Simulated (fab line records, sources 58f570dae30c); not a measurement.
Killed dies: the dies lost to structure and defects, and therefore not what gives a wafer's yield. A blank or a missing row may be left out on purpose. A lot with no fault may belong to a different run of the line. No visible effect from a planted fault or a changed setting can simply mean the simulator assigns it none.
fab line records	flow berkeleyCmos170
[record] lots = 5	wafers = 15	lastDay = 12
route steps=331 shown NLDD@159 SPACER@171 PSD@175
lots untouched by any fault: they come from a run of this same line in which no faults occurred
startH: start of the lot's first displayed wafer, in hours after the record's first day	waitH: hours from the lot's prior step to this one	" same as the row above	L1.1+2: a row that stands for several wafers	- no value, or no start given	* or withheld: withheld	< > ~ a bound
route shown NAME@n: names a module that has steps shown in the file, with the first one's number in the route	usual: mean/standard deviation taken from wafers without a fault	same: alike in all rows	chamber/n: place in a boat	sites: each site's reading	_std_site: the values' standard deviation	_edge_site: the outer-site mean with the inner-site mean subtracted	radiusMm: how far each site lies from the wafer's centre	mask NAME#n: copy n	behind: tool/chamber where the wafer was last shaped	hold: what put the lot on hold/how long, in hours/how the hold closed	device: which transistor (n, p or np) failed to switch	end of line: the route-end tests of the same wafers	a step given without rows: its recipe and nothing more	killed: dies lost to structure and defects at the first sort, not the wafer's yield	map: shows each die of a wafer: x if killed, . if not, _ if none is there
set.NAME: the setting that was run; set.NAME@STEP: the one run at that earlier step	model.NAME: the simulator's own value behind a step, which no gauge read
lots seen at some steps along the route; tables by step, rows by wafer
services: from which hour (startH, from the record's first day; less than 0 if before it) a tool's chamber was out of use, for how many hours, and why
[[steps]]
[step UCB170_NLDD_COAT_01]
[recipe] resist = KrF	spinRpm = 1500	resistThkNm = 900
[step UCB170_NLDD_SOFTBAKE_02]
[recipe] resist = KrF	tempC = 130	timeS = 60
[step UCB170_NLDD_EXPOSE_03]
[recipe] maskId = NSELECT	na = 0.5	sigmaOuter = 0.6	sourceShape = conventional	targetCdNm = 1200	doseMj = 30
[step UCB170_NLDD_PEB_04]
[recipe] pebTempC = 130	pebTimeS = withheld	resist = KrF
[step UCB170_NLDD_DEVELOP_05]
[recipe] developer = TMAH	developTimeS = 45	resist = KrF	devTempC = 21
[step UCB170_NLDD_CD_MEAS_06]
[recipe] targetCdNm = 1200
[usual] cdNm = 1199.7/1.2
lot.wafer	tool	chamber	startH	waitH	cdNm
L399.1	cdSem-01	-	118.64	-	1200.9
L399.2	"	-	"	"	1200.9
L399.3	"	-	"	"	1199.3
L409.2	cdSem-02	-	179.82	-	1196.8
L409.4	"	-	"	"	1198.1
L409.5	"	-	"	"	1197.5
L412.2	cdSem-01	-	194.92	-	1199.2
L412.3	"	-	"	"	1197.7
L412.5	"	-	"	"	1197.7
L419.1	cdSem-01	-	242.19	-	1198.6
L419.4	"	-	"	"	1198.2
L419.5	"	-	"	"	1198.0
L420.1	cdSem-02	-	242.25	-	1200.7
L420.2	"	-	"	"	1201.4
L420.6	"	-	"	"	1198.8
[step UCB170_NLDD_OVL_MEAS_07]
[usual] NLDD_OVL = -1/4.7
lot.wafer	tool	chamber	startH	waitH	NLDD_OVL[nm]
L399.1	overlay-01	-	118.76	0.1	2
L399.2	"	-	"	"	3
L399.3	"	-	"	"	4
L409.2	overlay-01	-	179.93	0.1	2
L409.4	"	-	"	"	5
L409.5	"	-	"	"	2
L412.2	overlay-02	-	195.03	0.1	-2
L412.3	"	-	"	"	0
L412.5	"	-	"	"	0
L419.1	overlay-02	-	242.31	0.1	-8
L419.4	"	-	"	"	-5
L419.5	"	-	"	"	-4
L420.1	overlay-01	-	242.37	0.1	3
L420.2	"	-	"	"	-7
L420.6	"	-	"	"	-2
[step UCB170_NLDD_IMPLANT_08]
[recipe] species = As	doseCm2 = 5e+13	energyKev = 30	tiltDeg = 7	rotationDeg = 0
[step UCB170_NLDD_IMPLANT_09]
[recipe] species = As	doseCm2 = 5e+13	energyKev = 30	tiltDeg = 7	rotationDeg = 180
[step UCB170_NLDD_STRIP_10]
[recipe] chemistry = O2	powerW = 400	pressureMtorr = 3500	platenTempC = withheld	o2FlowSccm = 400	overashFraction = 0.5
[usual] drypumpMotorCurrentA = 5.7/0.5	oesProductAu = 0.735/0.0046	stripTimeToEndpointS = 21.63/0.069
lot.wafer	tool	chamber	startH	waitH	drypumpMotorCurrentA	oesProductAu	rfHoursCounterH	stripTimeToEndpointS
L399.1	plasmaAsher-04	1	119.10	0.1	5.3	0.735	0	21.68
L399.2	"	0	"	"	6.3	0.739	0	21.71
L399.3	"	1	"	"	5.3	0.741	-	21.67
L409.2	plasmaAsher-02	1	180.26	0.1	6.5	0.734	38	21.67
L409.4	"	1	"	"	6.5	0.728	-	21.73
L409.5	"	0	"	"	5.8	0.740	-	21.75
L412.2	plasmaAsher-01	0	195.36	0.1	5.1	0.733	51	21.82
L412.3	"	1	"	"	5.6	0.735	-	21.83
L412.5	"	0	"	"	5.1	0.736	-	21.85
L419.1	plasmaAsher-01	0	242.65	0.1	5.1	0.736	56	21.57
L419.4	"	0	"	"	5.1	0.739	-	21.54
L419.5	"	0	"	"	5.1	0.735	-	21.58
L420.1	plasmaAsher-04	0	242.70	0.1	6.3	0.729	13	21.49
L420.2	"	1	"	"	5.3	0.730	13	21.56
L420.6	"	0	"	"	6.3	0.733	-	21.54
[step UCB170_NLDD_TW_MEAS_11]
[usual] NLDD_TW = 2238/35
lot.wafer	tool	chamber	startH	waitH	NLDD_TW
L399.1	filmMetro-01	-	119.20	0.1	2215
L399.2	"	-	"	"	2219
L399.3	"	-	"	"	2211
L409.2	filmMetro-02	-	180.37	0.1	2284
L409.4	"	-	"	"	2281
L409.5	"	-	"	"	2279
L412.2	filmMetro-01	-	195.47	0.1	2220
L412.3	"	-	"	"	2216
L412.5	"	-	"	"	2203
L419.1	filmMetro-01	-	242.75	0.1	2212
L419.4	"	-	"	"	2214
L419.5	"	-	"	"	2213
L420.1	filmMetro-02	-	242.80	0.1	2317
L420.2	"	-	"	"	2303
L420.6	"	-	"	"	2302
[step UCB170_NLDD_CLEAN_12]
[recipe] chemistry = SPM	tempC = 120	timeS = 600
[step UCB170_SPACER_CVD_00]
[recipe] material = SiO2	targetThkNm = 376	tempC = 390	precursor = TEOS/O2	timeS = 47	rfW = 550	pressureMtorr = 9000
[usual] heaterPowerW = 275/56	runLengthS = 74.8/0.4
lot.wafer	tool	chamber	startH	waitH	heaterPowerW	runLengthS	model.SiO2_of_SPACER_CVD_00.thkNm
L399.1	pecvd-01	2	119.61	0.0	276	74.8	377.7
L399.2	"	1	"	"	380	75.0	373.9
L399.3	"	0	"	"	282	74.3	375.6
L409.2	pecvd-01	2	180.59	0.0	273	74.8	374.2
L409.4	"	0	"	"	294	85.5	467.9
L409.5	"	2	"	"	278	74.6	377
L412.2	pecvd-03	0	196.43	0.0	216	74.6	375.5
L412.3	"	0	"	"	236	74.6	381.2
L412.5	"	0	"	"	238	74.6	381.8
L419.1	pecvd-03	2	242.98	0.0	327	74.4	375.8
L419.4	"	0	"	"	220	74.4	376.8
L419.5	"	0	"	"	225	75.3	377.7
L420.1	pecvd-02	0	243.16	0.0	256	74.1	371.4
L420.2	"	2	"	"	205	74.6	374.3
L420.6	"	0	"	"	262	74.4	385.5
[step UCB170_SPACER_THK_MEAS_01]
[recipe] reads = SiO2_of_SPACER_CVD_00
[usual] SPACER_TEOS_THK = 378/4.5
lot.wafer	tool	chamber	startH	waitH	SPACER_TEOS_THK[nm]
L399.1	filmMetro-01	-	119.66	0.0	378
L399.2	"	-	"	"	374
L399.3	"	-	"	"	376
L409.2	filmMetro-04	-	180.65	0.0	374
L409.4	"	-	"	"	467
L409.5	"	-	"	"	377
L412.2	filmMetro-03	-	196.51	0.1	375
L412.3	"	-	"	"	382
L412.5	"	-	"	"	382
L419.1	filmMetro-04	-	243.05	0.0	376
L419.4	"	-	"	"	377
L419.5	"	-	"	"	378
L420.1	filmMetro-01	-	243.20	0.0	371
L420.2	"	-	"	"	374
L420.6	"	-	"	"	386
[step UCB170_SPACER_ANNEAL_02]
[recipe] tempC = 900	timeS = 1800	ambient = N2
[step UCB170_SPACER_ETCHBACK_03]
[recipe] stopOn = Si	target = SiO2	chemistry = CHF3/CF4/Ar	CHF3_flow_sccm = 50	cf4FlowSccm = 10	Ar_flow_sccm = 120	pressureMtorr = 200	rfW = 500	targetDepthA = 3760	timeS = 100
[usual] drypumpMotorCurrentA = 5.6/0.52	oesProductAu = 0.898/0.014	throttleValvePct = 6.52/0.14
lot.wafer	tool	chamber	startH	waitH	drypumpMotorCurrentA	oesProductAu	rfHoursCounterH	throttleValvePct	model.etch.depthNm
L399.1	rieDiel-03	0	126.19	0.1	6.1	0.904	148	6.38	377.7
L399.2	"	2	"	"	5.7	0.888	86	6.63	373.9
L399.3	"	3	"	"	5.5	0.903	161	6.29	375.6
L409.2	rieDiel-01	3	182.20	0.0	6.0	0.901	137	6.56	374.2
L409.4	"	1	"	"	4.8	0.973	-	6.66	432.1
L409.5	"	3	"	"	6.0	0.915	-	6.55	377
L412.2	rieDiel-04	2	203.02	0.0	6.4	0.891	124	6.69	375.5
L412.3	"	0	"	"	5.8	0.912	3	6.49	381.2
L412.5	"	2	"	"	6.5	0.905	-	6.69	381.8
L419.1	rieDiel-04	2	245.17	0.0	6.4	0.888	126	6.69	375.8
L419.4	"	0	"	"	5.8	0.901	-	6.48	376.8
L419.5	"	1	"	"	4.8	0.895	-	6.71	377.7
L420.1	rieDiel-03	3	245.24	0.1	5.5	0.905	5	6.30	371.4
L420.2	"	0	"	"	6.0	0.870	0	6.39	374.3
L420.6	"	3	"	"	5.5	0.927	-	6.29	385.5
[step UCB170_PSD_HMDS_00]
[recipe] primeTimeS = 60	primeTempC = 100
[[services]]
tool	chamber	startH	hours	kind
pecvd-02	-	101.81	1.1	repair
rieDiel-04	0	106.73	-	clean
rieDiel-04	0	106.73	25.6	scheduledDown
rieDiel-04	0	106.73	25.6	ventCycle
rieDiel-04	1	108.63	6.2	repair
plasmaAsher-04	-	108.75	9.0	pm
rieDiel-04	1	115.04	8.9	repair
pecvd-02	-	119.69	2.8	pm
pecvd-02	-	135.50	14.0	pm
pecvd-02	-	136.08	0.7	repair
rieDiel-03	2	140.15	7.9	repair
pecvd-01	-	144.76	0.8	pm
pecvd-03	-	147.91	1.8	repair
pecvd-01	0	183.62	17.4	repair
pecvd-03	1	195.57	27.0	repair
pecvd-02	2	197.45	14.0	repair
rieDiel-03	2	201.84	4.0	repair
rieDiel-01	-	202.67	2.8	pm
rieDiel-04	1	203.93	10.9	repair
plasmaAsher-02	-	206.09	1.5	repair
pecvd-03	1	223.71	23.0	repair
pecvd-01	-	237.33	0.7	repair
plasmaAsher-02	-	242.49	5.4	repair
pecvd-01	-	242.50	14.0	pm
[[key]]
[firstSign] step = UCB170_SPACER_CVD_00	reading = runLengthS	direction = up	sigmas = 27	usual = *	struck = *
[effect] step = UCB170_SPACER_THK_MEAS_01	reading = SPACER_TEOS_THK	direction = up	sigmas = 20	usual = 378	struck = 467
[effect] step = UCB170_SPACER_ETCHBACK_03	reading = oesProductAu	direction = up	sigmas = 5.2	usual = 0.898	struck = 0.973
[modelEffect] step = UCB170_SPACER_CVD_00	value = SiO2_of_SPACER_CVD_00.thkNm	without = 375.5	struck = 467.9
[modelEffect] step = UCB170_SPACER_ETCHBACK_03	value = etch.depthNm	without = 375.5	struck = 432.1
metAt UCB170_SPACER_CVD_00
struckWafers L409.4
laterRowsLeftOut L409.4
sortLeftOut L409.4
testerLeftOut L409
onsetBetween 119.61 180.59
[fault] kind = processParameterDrift	tool = pecvd-01	chamber = 0	onsetH = 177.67	steps = UCB170_SPACER_CVD_00	channel = timeS	offset = *	shape = step	endH = 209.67	actsIn = *	stated = *
// testerLeftOut: of these lots the tester's yield and bins aren't shown, on N5 and GAA mostly nor the transistor test; their killed dies are dies lost to structure and defects alone, not to doping, threshold or leakage, so they don't give the yield
// sortLeftOut: the simulated sort isn't trusted on such a fault, so these wafers' sort isn't shown, and their yield isn't known
// laterRowsLeftOut: the simulator's readings of these wafers behind a module that went badly wrong aren't trusted and aren't shown, but for the sort
